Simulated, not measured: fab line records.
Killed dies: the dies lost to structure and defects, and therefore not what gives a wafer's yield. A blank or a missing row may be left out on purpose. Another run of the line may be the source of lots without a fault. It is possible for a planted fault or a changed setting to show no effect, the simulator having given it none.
fab line records	flow rit-cmos
[record] lots = 14	wafers = 42	last-day = 8
route steps=202 shown ACTIVE@15 FOX1@21 FOX2@24 NWELL@36 M1@202
lots that met no fault: taken from a fault-free run of the same line
start-h: start of the lot's first displayed wafer, in hours after the record's first day	wait-h: hours from the lot's prior step to this one	" same as the row above	L1.1+2: a row that stands for several wafers	- value missing, or start not given	* or withheld: withheld	< > ~ a bound
route shown NAME@n: NAME is a module with steps in the file, n the number in the route of the first one	usual: average and standard deviation across the fault-free wafers	same: alike in all rows	chamber/n: place in a boat	sites: the reading at each site	_std_site: the values' standard deviation	_edge_site: outer sites' mean less inner sites'	radius-mm: for every site, how far away it sits from the centre of the wafer	mask NAME#n: copy n	behind: tool/chamber where the wafer was last shaped	hold: why the lot went on hold/how many hours it stayed there/how the hold came to an end	device: names the non-switching transistor (n, p or np)	end of line: the route-end tests of the same wafers	where a step has no rows: the recipe by itself	killed: dies that structure and defects cost at the first sort, which is not the same as the wafer's yield	map: a wafer's dies, x killed, . not, _ none there
set.NAME: the setting as run; set.NAME@STEP: as run at that earlier step	model.NAME: the simulator's own value behind a step, which no gauge read
a sample of lots followed through the steps of the route, with each step as a table and each wafer as a row
services: from which hour (start-h, from the record's first day; less than 0 if before it) a tool's chamber was out of use, for how many hours, and why
[[steps]]
[step RIT_ACTIVE_STRIP_14]
[recipe] chemistry = O2	time-s = 180	resist = NOVOLAK	platen-temp-c = withheld	power-w = 500	pressure-mtorr = 4145	o2-flow-sccm = 4000
[usual] drypump-motor-current-A = 5.8/0.54	rf-refl-power-W = 7.0/1.6
lot.wafer	tool	chamber	start-h	wait-h	drypump-motor-current-A	rf-hours-counter-h	rf-refl-power-W
L585.2	plasma-asher-01	1	30.45	0.1	6.4	39	5.9
L585.5	"	0	"	"	5.1	-	9.4
L585.6	"	1	"	"	6.4	-	6.1
L586.3	plasma-asher-01	0	37.25	0.1	5.1	-	9.2
L586.4	"	1	"	"	6.4	-	5.8
L586.6	"	1	"	"	6.4	-	5.6
L587.1	plasma-asher-02	1	40.83	0.1	6.1	37	7.2
L587.3	"	1	"	"	6.2	-	7.3
L587.5	"	0	"	"	6.1	-	4.5
L588.3	plasma-asher-01	1	46.61	0.1	6.4	-	5.8
L588.4	"	0	"	"	5.1	-	9.3
L588.6	"	0	"	"	5.0	-	9.2
L589.1	plasma-asher-04	0	51.05	0.1	5.1	43	7.9
L589.2	"	1	"	"	6.1	43	7.4
L589.3	"	0	"	"	5.1	-	7.8
L590.1	plasma-asher-04	0	56.53	0.1	5.1	43	7.9
L590.5	"	0	"	"	5.1	-	8.0
L590.6	"	1	"	"	6.2	-	7.4
L591.1	plasma-asher-02	0	64.28	0.1	6.1	40	4.3
L591.2	"	1	"	"	6.2	40	6.7
L591.5	"	1	"	"	6.1	-	7.0
L593.2	plasma-asher-01	0	72.91	0.1	5.0	43	9.2
L593.3	"	1	"	"	6.4	-	5.9
L593.6	"	1	"	"	6.4	-	6.1
L594.3	plasma-asher-01	1	74.90	0.1	6.4	-	5.8
L594.4	"	0	"	"	5.1	-	9.5
L594.5	"	1	"	"	6.4	-	6.1
L595.2	plasma-asher-02	1	81.38	0.1	6.2	41	7.0
L595.3	"	1	"	"	6.1	-	7.0
L595.5	"	1	"	"	6.1	-	6.7
L599.2	plasma-asher-04	1	104.36	0.1	6.2	48	7.5
L599.3	"	0	"	"	5.1	-	7.8
L599.6	"	1	"	"	6.2	-	7.1
L600.2	plasma-asher-04	1	109.45	0.1	6.2	49	7.5
L600.5	"	1	"	"	6.1	-	7.7
L600.6	"	0	"	"	5.1	-	7.8
L603.4	plasma-asher-01	0	125.58	0.1	5.1	-	9.1
L603.5	"	0	"	"	5.1	-	9.1
L603.6	"	1	"	"	6.4	-	5.9
L605.2	plasma-asher-04	0	138.01	0.1	5.1	52	8.6
L605.3	"	0	"	"	5.1	-	8.3
L605.5	"	0	"	"	5.1	-	8.4
[step RIT_FOX1_THK_MEAS_01]
[recipe] reads = SiO2_of_FOX1_OXIDATION_00
[usual] FOX1_OXIDE_THK = 351/7.7
lot.wafer	tool	chamber	start-h	wait-h	FOX1_OXIDE_THK[nm]
L585.2	film-metro-04	-	33.95	0.0	360
L585.5	"	-	"	"	360
L585.6	"	-	"	"	354
L586.3	film-metro-03	-	40.35	0.0	342
L586.4	"	-	"	"	342
L586.6	"	-	"	"	339
L587.1	film-metro-04	-	45.06	0.0	359
L587.3	"	-	"	"	361
L587.5	"	-	"	"	357
L588.3	film-metro-03	-	48.55	0.0	361
L588.4	"	-	"	"	363
L588.6	"	-	"	"	367
L589.1	film-metro-02	-	57.14	0.0	358
L589.2	"	-	"	"	358
L589.3	"	-	"	"	357
L590.1	film-metro-02	-	61.78	0.0	337
L590.5	"	-	"	"	343
L590.6	"	-	"	"	341
L591.1	film-metro-04	-	67.86	0.0	364
L591.2	"	-	"	"	361
L591.5	"	-	"	"	364
L593.2	film-metro-03	-	75.58	0.0	355
L593.3	"	-	"	"	358
L593.6	"	-	"	"	366
L594.3	film-metro-03	-	78.47	0.0	348
L594.4	"	-	"	"	348
L594.5	"	-	"	"	351
L595.2	film-metro-02	-	83.39	0.0	360
L595.3	"	-	"	"	360
L595.5	"	-	"	"	356
L599.2	film-metro-04	-	108.10	0.0	348
L599.3	"	-	"	"	352
L599.6	"	-	"	"	359
L600.2	film-metro-02	-	112.31	0.0	355
L600.5	"	-	"	"	357
L600.6	"	-	"	"	359
L603.4	film-metro-04	-	129.81	0.0	342
L603.5	"	-	"	"	341
L603.6	"	-	"	"	345
L605.2	film-metro-04	-	143.10	0.0	355
L605.3	"	-	"	"	350
L605.5	"	-	"	"	353
[step RIT_FOX2_THK_MEAS_01]
[recipe] reads = SiO2_of_FOX2_OXIDATION_00
[usual] FOX2_OXIDE_THK = 353/6.1
lot.wafer	tool	chamber	start-h	wait-h	FOX2_OXIDE_THK[nm]
L585.2	film-metro-04	-	35.87	0.0	357
L585.5	"	-	"	"	358
L585.6	"	-	"	"	361
L586.3	film-metro-01	-	44.22	0.0	352
L586.4	"	-	"	"	349
L586.6	"	-	"	"	362
L587.1	film-metro-03	-	46.59	0.0	355
L587.3	"	-	"	"	354
L587.5	"	-	"	"	355
L588.3	film-metro-01	-	50.04	0.0	353
L588.4	"	-	"	"	357
L588.6	"	-	"	"	364
L589.1	film-metro-04	-	63.09	0.0	351
L589.2	"	-	"	"	352
L589.3	"	-	"	"	351
L590.1	film-metro-01	-	66.55	0.0	354
L590.5	"	-	"	"	351
L590.6	"	-	"	"	353
L591.1	film-metro-01	-	69.65	0.0	340
L591.2	"	-	"	"	345
L591.5	"	-	"	"	342
L593.2	film-metro-04	-	79.21	0.0	347
L593.3	"	-	"	"	341
L593.6	"	-	"	"	346
L594.3	film-metro-03	-	80.86	0.0	351
L594.4	"	-	"	"	349
L594.5	"	-	"	"	348
L595.2	film-metro-01	-	84.89	0.0	357
L595.3	"	-	"	"	355
L595.5	"	-	"	"	348
L599.2	film-metro-04	-	111.30	0.0	351
L599.3	"	-	"	"	349
L599.6	"	-	"	"	355
L600.2	film-metro-04	-	114.75	0.0	349
L600.5	"	-	"	"	345
L600.6	"	-	"	"	342
L603.4	film-metro-04	-	132.45	0.0	358
L603.5	"	-	"	"	351
L603.6	"	-	"	"	349
L605.2	film-metro-03	-	148.28	0.0	348
L605.3	"	-	"	"	349
L605.5	"	-	"	"	349
[step RIT_NWELL_IMPLANT_08]
[recipe] species = P	energy-kev = 172.6	dose-cm2 = 5e+13	tilt-deg = 7
[usual] dose-ions-cm2 = 5e+13/5.6e+10	faraday-current-uA = 159/3.3
lot.wafer	tool	chamber	start-h	wait-h	dose-ions-cm2	faraday-current-uA
L585.2	implanter-03	0	37.98	0.2	4.99e+13	156
L585.5	"	0	"	"	4.994e+13	159
L585.6	"	0	"	"	4.996e+13	154
L586.3	implanter-04	0	46.48	0.2	5.008e+13	159
L586.4	"	0	"	"	5.004e+13	159
L586.6	"	0	"	"	5.008e+13	160
L587.1	implanter-03	0	48.99	0.2	5.007e+13	159
L587.3	"	0	"	"	4.996e+13	160
L587.5	"	0	"	"	5.007e+13	157
L588.3	implanter-04	0	52.38	0.2	4.986e+13	158
L588.4	"	0	"	"	4.995e+13	160
L588.6	"	0	"	"	5.002e+13	155
L589.1	implanter-04	0	65.39	0.2	5.001e+13	159
L589.2	"	0	"	"	4.989e+13	155
L589.3	"	0	"	"	4.999e+13	162
L590.1	implanter-02	0	68.85	0.2	5.015e+13	161
L590.5	"	0	"	"	5.012e+13	154
L590.6	"	0	"	"	5e+13	157
L591.1	implanter-04	0	71.75	0.2	4.996e+13	162
L591.2	"	0	"	"	4.996e+13	156
L591.5	"	0	"	"	4.988e+13	162
L593.2	implanter-03	0	81.60	0.2	5e+13	158
L593.3	"	0	"	"	4.998e+13	155
L593.6	"	0	"	"	4.996e+13	157
L594.3	implanter-04	0	83.00	0.2	5.013e+13	153
L594.4	"	0	"	"	5.004e+13	158
L594.5	"	0	"	"	5.007e+13	164
L595.2	implanter-03	0	87.00	0.2	5.005e+13	158
L595.3	"	0	"	"	5.002e+13	157
L595.5	"	0	"	"	5.002e+13	159
L599.2	implanter-04	0	113.55	0.2	4.995e+13	155
L599.3	"	0	"	"	5.004e+13	160
L599.6	"	0	"	"	5.005e+13	155
L600.2	implanter-03	0	116.99	0.2	7.102e+13	231
L600.5	"	0	"	"	7.095e+13	235
L600.6	"	0	"	"	7.107e+13	234
L603.4	implanter-03	0	134.60	0.2	7.102e+13	220
L603.5	"	0	"	"	7.096e+13	223
L603.6	"	0	"	"	7.104e+13	226
L605.2	implanter-02	0	150.47	0.2	4.995e+13	154
L605.3	"	0	"	"	4.997e+13	157
L605.5	"	0	"	"	5.005e+13	147
[step RIT_NWELL_TW_MEAS_10]
[usual] NWELL_TW = 2160/19
lot.wafer	tool	chamber	start-h	wait-h	hold	NWELL_TW
L585.2	film-metro-01	-	38.29	0.1	-	2150
L585.5	"	-	"	"	-	2132
L585.6	"	-	"	"	-	2133
L586.3	film-metro-04	-	46.77	0.1	-	2175
L586.4	"	-	"	"	-	2175
L586.6	"	-	"	"	-	2172
L587.1	film-metro-02	-	49.31	0.1	-	2186
L587.3	"	-	"	"	-	2179
L587.5	"	-	"	"	-	2182
L588.3	film-metro-01	-	52.68	0.1	-	2151
L588.4	"	-	"	"	-	2136
L588.6	"	-	"	"	-	2150
L589.1	film-metro-02	-	65.71	0.1	-	2174
L589.2	"	-	"	"	-	2164
L589.3	"	-	"	"	-	2184
L590.1	film-metro-01	-	69.17	0.1	-	2139
L590.5	"	-	"	"	-	2138
L590.6	"	-	"	"	-	2138
L591.1	film-metro-04	-	72.08	0.1	-	2167
L591.2	"	-	"	"	-	2170
L591.5	"	-	"	"	-	2177
L593.2	film-metro-01	-	81.91	0.1	-	2148
L593.3	"	-	"	"	-	2156
L593.6	"	-	"	"	-	2156
L594.3	film-metro-04	-	83.29	0.1	-	2187
L594.4	"	-	"	"	-	2193
L594.5	"	-	"	"	-	2185
L595.2	film-metro-04	-	87.31	0.1	-	2179
L595.3	"	-	"	"	-	2185
L595.5	"	-	"	"	-	2181
L599.2	film-metro-02	-	113.86	0.1	-	2162
L599.3	"	-	"	"	-	2153
L599.6	"	-	"	"	-	2155
L600.2	film-metro-01	-	117.30	0.1	await-dispo/0.2h/release	2379
L600.5	"	-	"	"	await-dispo/0.2h/release	2382
L600.6	"	-	"	"	await-dispo/0.2h/release	2374
L600.2	film-metro-01	-	117.53	0.2	-	2388
L600.5	"	-	"	"	-	2390
L600.6	"	-	"	"	-	2389
L603.4	film-metro-01	-	134.88	0.1	await-dispo/0.2h/release	2393
L603.5	"	-	"	"	await-dispo/0.2h/release	2396
L603.6	"	-	"	"	await-dispo/0.2h/release	2389
L603.4	film-metro-01	-	135.11	0.2	-	2386
L603.5	"	-	"	"	-	2394
L603.6	"	-	"	"	-	2393
L605.2	film-metro-04	-	150.78	0.1	-	2171
L605.3	"	-	"	"	-	2179
L605.5	"	-	"	"	-	2160
[step RIT_WELLDRIVE_RS_MEAS_01]
[recipe] thk-meas-gauge = four-point-probe
[usual] NWELL_RS = 275.5/0.85
lot.wafer	tool	chamber	start-h	wait-h	hold	NWELL_RS[ohm/sq]
L585.2	film-metro-01	-	45.10	0.0	-	275.4
L585.5	"	-	"	"	-	275.6
L585.6	"	-	"	"	-	275.9
L586.3	film-metro-01	-	53.49	0.0	-	275.9
L586.4	"	-	"	"	-	275.9
L586.6	"	-	"	"	-	276.1
L587.1	film-metro-02	-	58.53	0.0	-	274.4
L587.3	"	-	"	"	-	274.7
L587.5	"	-	"	"	-	274.7
L588.3	film-metro-01	-	62.27	0.0	-	274.8
L588.4	"	-	"	"	-	276.4
L588.6	"	-	"	"	-	275.8
L589.1	film-metro-01	-	72.95	0.0	-	277.1
L589.2	"	-	"	"	-	276.3
L589.3	"	-	"	"	-	277.0
L590.1	film-metro-04	-	77.14	0.0	-	275.6
L590.5	"	-	"	"	-	275.4
L590.6	"	-	"	"	-	276.2
L591.1	film-metro-04	-	80.66	0.0	-	275.9
L591.2	"	-	"	"	-	276.1
L591.5	"	-	"	"	-	276.0
L593.2	film-metro-02	-	88.75	0.0	-	274.3
L593.3	"	-	"	"	-	274.8
L593.6	"	-	"	"	-	274.2
L594.3	film-metro-04	-	90.01	0.0	-	273.9
L594.4	"	-	"	"	-	273.7
L594.5	"	-	"	"	-	274.8
L595.2	film-metro-04	-	95.41	0.0	-	274.8
L595.3	"	-	"	"	-	274.7
L595.5	"	-	"	"	-	275.1
L599.2	film-metro-01	-	121.49	0.0	-	276.7
L599.3	"	-	"	"	-	276.0
L599.6	"	-	"	"	-	276.1
L600.2	film-metro-04	-	127.47	0.1	await-dispo/0.2h/release	223.1
L600.5	"	-	"	"	await-dispo/0.2h/release	222.6
L600.6	"	-	"	"	await-dispo/0.2h/release	223.1
L600.2	film-metro-04	-	127.76	0.3	-	223.0
L600.5	"	-	"	"	-	223.1
L600.6	"	-	"	"	-	222.8
L603.4	film-metro-02	-	146.93	0.1	await-dispo/0.2h/release	223.0
L603.5	"	-	"	"	await-dispo/0.2h/release	223.7
L603.6	"	-	"	"	await-dispo/0.2h/release	223.2
L603.4	film-metro-02	-	147.31	0.4	-	223.2
L603.5	"	-	"	"	-	223.5
L603.6	"	-	"	"	-	223.2
L605.2	film-metro-01	-	158.06	0.0	-	276.8
L605.3	"	-	"	"	-	276.8
L605.5	"	-	"	"	-	276.8
[step RIT_M1_PROBE_99]
[usual] defect-limited-yield = 97.3/1.2	killed-at-contacts = 0.0/0.16	killed-at-front-end = 7/3.1	killed-dies = 7/3.1	killed-on-rim = 1.9/1.4	killed-open = 3.6/2.2	killed-short = 3.4/2.1	sort_bin_3_pad_short = 0.1/0.24	sort_bin_5_function = 1.5/0.76	sort_bin_6_memory = 1.0/0.67	sort-n-pass = 257/3.1	sort-yield-pct = 97.3/1.2
[same] gross-dies = 264	killed_at_M0_to_M3 = 0	killed_at_M4_up = 0	killed-at-back-side = 0	killed-at-other = 0
lot.wafer	tool	chamber	start-h	wait-h	defect-limited-yield[%]	killed-at-contacts	killed-at-front-end	killed-dies	killed-on-rim	killed-open	killed-short	sort_bin_3_pad_short[%]	sort_bin_5_function[%]	sort_bin_6_memory[%]	sort-n-pass	sort-yield-pct[%]
L585.2	prober-02	-	84.37	0.1	97.3	0	7	7	2	3	4	0	2.7	0	257	97.3
L585.5	prober-02	-	84.52	0.2	97.0	0	8	8	1	6	2	0	1.9	1.1	256	97.0
L585.6	prober-02	-	84.57	0.2	98.5	0	4	4	2	1	3	0	0.8	0.8	260	98.5
L586.3	prober-01	-	91.16	0.2	97.3	0	7	7	0	5	2	0	1.1	1.5	257	97.3
L586.4	prober-01	-	91.21	0.2	96.6	0	9	9	5	7	2	0	1.9	1.5	255	96.6
L586.6	prober-01	-	91.31	0.2	97.0	0	8	8	1	5	3	0	1.9	1.1	256	97.0
L587.1	prober-02	-	93.61	0.1	97.3	0	7	7	1	5	2	0	1.9	0.8	257	97.3
L587.3	prober-02	-	93.71	0.2	95.1	0	13	13	4	9	4	0.8	2.3	1.9	251	95.1
L587.5	prober-02	-	93.81	0.2	98.5	1	3	4	1	1	3	0	0.8	0.8	260	98.5
L588.3	prober-01	-	95.21	0.2	97.7	0	6	6	2	4	2	0	1.5	0.8	258	97.7
L588.4	prober-01	-	95.26	0.2	99.2	0	2	2	0	1	1	0	0.8	0	262	99.2
L588.6	prober-01	-	95.36	0.2	98.1	0	5	5	0	3	2	0.8	0.4	0.8	259	98.1
L589.1	prober-02	-	109.49	0.1	97.7	0	6	6	1	5	1	0	1.5	0.8	258	97.7
L589.2	prober-02	-	109.54	0.1	97.3	0	7	7	3	6	1	0	1.5	1.1	257	97.3
L589.3	prober-02	-	109.59	0.2	98.9	0	3	3	0	1	2	0	0.8	0.4	261	98.9
L590.1	prober-01	-	112.51	0.1	97.7	0	6	6	2	2	4	0.4	1.5	0.4	258	97.7
L590.5	prober-01	-	112.71	0.2	96.2	0	10	10	3	6	4	0	2.7	1.1	254	96.2
L590.6	prober-01	-	112.76	0.2	98.1	0	5	5	0	2	3	0	1.5	0.4	259	98.1
L591.1	prober-02	-	115.19	0.1	96.2	0	10	10	5	7	3	0	3.0	0.8	254	96.2
L591.2	prober-02	-	115.24	0.1	95.8	0	11	11	5	7	4	0.4	2.3	1.5	253	95.8
L591.5	prober-02	-	115.39	0.2	98.1	0	5	5	0	2	3	0.4	1.1	0.4	259	98.1
L593.2	prober-02	-	126.17	0.1	97.7	0	6	6	1	2	4	0	1.5	0.8	258	97.7
L593.3	prober-02	-	126.22	0.2	97.0	0	8	8	4	4	4	0.4	1.5	1.1	256	97.0
L593.6	prober-02	-	126.37	0.2	97.7	0	6	6	2	5	1	0	1.5	0.8	258	97.7
L594.3	prober-01	-	127.72	0.2	97.7	0	6	6	3	3	3	0	1.5	0.8	258	97.7
L594.4	prober-01	-	127.77	0.2	95.8	0	11	11	2	5	5	0	2.7	1.5	253	95.8
L594.5	prober-01	-	127.82	0.2	98.5	0	4	4	3	0	4	0	1.1	0.4	260	98.5
L595.2	prober-02	-	137.95	0.1	97.7	0	6	6	3	5	1	0	1.5	0.8	258	97.7
L595.3	prober-02	-	138.00	0.2	98.5	0	4	4	1	2	2	0	0.8	0.8	260	98.5
L595.5	prober-02	-	138.10	0.2	98.9	0	3	3	1	1	2	0	0.8	0.4	261	98.9
L599.2	prober-02	-	162.29	0.1	98.9	0	3	3	1	0	3	0	0.8	0.4	261	98.9
L599.3	prober-02	-	162.34	0.2	98.5	0	4	4	0	3	1	0	1.1	0.4	260	98.5
L599.6	prober-02	-	162.49	0.2	96.6	0	9	9	1	3	6	0	1.5	1.9	255	96.6
L605.2	prober-01	-	197.33	0.1	97.3	0	7	7	3	4	3	0.4	1.9	0.4	257	97.3
L605.3	prober-01	-	197.38	0.2	98.1	0	5	5	2	0	5	0	0.8	1.1	259	98.1
L605.5	prober-01	-	197.48	0.2	97.3	0	7	7	2	0	7	0	1.9	0.8	257	97.3
// killed by level:class
L585.2 GATE:geometric-particle:short=3 GATE:geometric-particle:open=2 FOX1:geometric-particle:short=1 REOX:geometric-particle:open=1
L585.5 GATE:geometric-particle:open=4 REOX:geometric-particle:open=2 GATE:geometric-particle:short=1 SILICIDE:geometric-particle:short=1
L585.6 GATE:geometric-particle:short=2 FOX1:geometric-particle:short=1 GATE:geometric-particle:open=1
L586.3 SILICIDE:geometric-particle:open=3 GATE:geometric-particle:open=2 GATE:geometric-particle:short=1 SPACER:geometric-particle:short=1
L586.4 SILICIDE:geometric-particle:open=3 GATE:geometric-particle:open=2 FOX1:geometric-particle:short=1 FOX1:geometric-particle:open=1 FOX2:geometric-particle:open=1 SILICIDE:geometric-particle:short=1
L586.6 GATE:geometric-particle:open=2 GATE:geometric-particle:short=2 FOX1:geometric-particle:short=1 FOX2:geometric-particle:open=1 REOX:geometric-particle:open=1 SILICIDE:geometric-particle:open=1
L587.1 GATE:geometric-particle:open=2 FOX1:geometric-particle:open=1 REOX:geometric-particle:short=1 REOX:geometric-particle:open=1 SPACER:geometric-particle:short=1 SILICIDE:geometric-particle:open=1
L587.3 GATE:geometric-particle:open=4 FOX2:geometric-particle:open=2 ACTIVE:geometric-particle:open=1 FOX1:geometric-particle:short=1 FOX2:geometric-particle:short=1 GATE:geometric-particle:short=1 SPACER:geometric-particle:short=1 SPACER:geometric-particle:open=1
L587.5 GATE:geometric-particle:short=2 REOX:geometric-particle:short=1 CONTACT:geometric-particle:open=1
L588.3 REOX:geometric-particle:open=2 GATE:geometric-particle:short=1 SPACER:geometric-particle:short=1 SPACER:geometric-particle:open=1 SILICIDE:geometric-particle:open=1
L588.4 FOX2:geometric-particle:short=1 GATE:geometric-particle:open=1
L588.6 GATE:geometric-particle:short=2 FOX1:geometric-particle:open=1 FOX2:geometric-particle:open=1 REOX:geometric-particle:open=1
L589.1 GATE:geometric-particle:open=3 SILICIDE:geometric-particle:open=2 SILICIDE:geometric-particle:short=1
L589.2 SILICIDE:geometric-particle:open=3 GATE:geometric-particle:open=2 REOX:geometric-particle:open=1 SPACER:geometric-particle:short=1
L589.3 FOX1:geometric-particle:open=1 GATE:geometric-particle:short=1 REOX:geometric-particle:short=1
L590.1 SILICIDE:geometric-particle:short=3 GATE:geometric-particle:open=1 GATE:geometric-particle:short=1 REOX:geometric-particle:open=1
L590.5 GATE:geometric-particle:open=5 GATE:geometric-particle:short=2 FOX1:geometric-particle:short=1 SPACER:geometric-particle:open=1 SILICIDE:geometric-particle:short=1
L590.6 GATE:geometric-particle:short=2 FOX1:geometric-particle:open=1 GATE:geometric-particle:open=1 REOX:geometric-particle:short=1
L591.1 GATE:geometric-particle:open=3 SPACER:geometric-particle:open=2 FOX2:geometric-particle:short=1 REOX:geometric-particle:short=1 REOX:geometric-particle:open=1 SILICIDE:geometric-particle:short=1 SILICIDE:geometric-particle:open=1
L591.2 GATE:geometric-particle:short=2 REOX:geometric-particle:open=2 SPACER:geometric-particle:open=2 FOX1:geometric-particle:open=1 FOX2:geometric-particle:open=1 FOX2:geometric-particle:short=1 GATE:geometric-particle:open=1 REOX:geometric-particle:short=1
L591.5 GATE:geometric-particle:short=2 GATE:geometric-particle:open=1 SILICIDE:geometric-particle:open=1 SILICIDE:geometric-particle:short=1
L593.2 FOX1:geometric-particle:short=1 GATE:geometric-particle:open=1 GATE:geometric-particle:short=1 REOX:geometric-particle:open=1 REOX:geometric-particle:short=1 SPACER:geometric-particle:short=1
L593.3 GATE:geometric-particle:short=3 GATE:geometric-particle:open=3 FOX1:geometric-particle:short=1 FOX2:geometric-particle:open=1
L593.6 SILICIDE:geometric-particle:open=2 REOX:geometric-particle:short=1 FOX1:geometric-particle:open=1 REOX:geometric-particle:open=1 SPACER:geometric-particle:open=1
L594.3 FOX2:geometric-particle:open=2 REOX:geometric-particle:short=2 FOX1:geometric-particle:open=1 SPACER:geometric-particle:short=1
L594.4 GATE:geometric-particle:open=4 FOX1:geometric-particle:short=3 GATE:geometric-particle:short=2 ACTIVE:geometric-particle:open=1 NWELL:coat-microbubble-printed=1
L594.5 REOX:geometric-particle:short=2 FOX2:geometric-particle:short=1 GATE:geometric-particle:short=1
L595.2 GATE:geometric-particle:open=2 REOX:geometric-particle:open=2 SILICIDE:geometric-particle:short=1 SILICIDE:geometric-particle:open=1
L595.3 FOX2:geometric-particle:short=1 GATE:geometric-particle:open=1 GATE:geometric-particle:short=1 SPACER:geometric-particle:open=1
L595.5 GATE:geometric-particle:short=2 GATE:geometric-particle:open=1
L599.2 SPACER:geometric-particle:short=3
L599.3 FOX1:geometric-particle:open=2 GATE:geometric-particle:short=1 SPACER:geometric-particle:open=1
L599.6 FOX1:geometric-particle:short=2 GATE:geometric-particle:short=2 FOX2:geometric-particle:short=1 GATE:geometric-particle:open=1 SPACER:geometric-particle:short=1 SPACER:geometric-particle:open=1 SILICIDE:geometric-particle:open=1
L605.2 GATE:geometric-particle:open=3 GATE:geometric-particle:short=2 FOX1:geometric-particle:open=1 REOX:geometric-particle:short=1
L605.3 GATE:geometric-particle:short=3 FOX1:geometric-particle:short=1 SPACER:geometric-particle:short=1
L605.5 FOX1:geometric-particle:short=3 GATE:geometric-particle:short=2 REOX:geometric-particle:short=2
[[services]]
tool	chamber	start-h	hours	kind
plasma-asher-01	-	10.81	3.7	repair
implanter-04	-	30.57	3.9	repair
plasma-asher-02	-	34.74	1.7	repair
plasma-asher-01	-	38.09	5.4	repair
plasma-asher-02	-	68.80	1.6	repair
plasma-asher-01	-	100.24	14.6	pm
plasma-asher-02	-	108.75	9.0	pm
plasma-asher-02	0	108.75	9.0	vent-cycle
plasma-asher-02	1	108.75	9.0	vent-cycle
plasma-asher-02	0	117.75	-	clean
plasma-asher-02	1	117.75	-	clean
implanter-03	-	122.56	1.8	repair
implanter-04	-	125.08	2.3	repair
implanter-02	-	143.38	1.5	repair
[[key]]
[first-sign] step = RIT_NWELL_IMPLANT_08	reading = dose-ions-cm2	direction = up	sigmas = 99+	usual = 5e+13	struck = 7.101e+13
[effect] step = RIT_NWELL_IMPLANT_08	reading = faraday-current-uA	direction = up	sigmas = 21	usual = 159	struck = 228
[effect] step = RIT_NWELL_TW_MEAS_10	reading = visit	direction = added
[effect] step = RIT_NWELL_TW_MEAS_10	reading = NWELL_TW	direction = up	sigmas = 12	usual = 2160	struck = 2385
[effect] step = RIT_WELLDRIVE_RS_MEAS_01	reading = visit	direction = added
[effect] step = RIT_WELLDRIVE_RS_MEAS_01	reading = NWELL_RS	direction = down	sigmas = 62	usual = 275.5	struck = 223.1
met-at RIT_NWELL_IMPLANT_08
struck-lots L600,L603
scrapped-behind RIT_WELLDRIVE_RS_MEAS_01 L600.2,L600.5,L600.6,L603.4,L603.5,L603.6
not-acting-at RIT_ACTIVE_STRIP_14,RIT_FOX1_THK_MEAS_01,RIT_FOX2_THK_MEAS_01
onset-between 87.00 116.99
[fault] kind = process-parameter-drift	tool = implanter-03	chamber = -	onset-h = 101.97	steps = RIT_NWELL_IMPLANT_08	channel = dose-cm2	offset = 2.1e+13	shape = step	end-h = 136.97	acts-in = these-recipes-only	stated = 5e+13
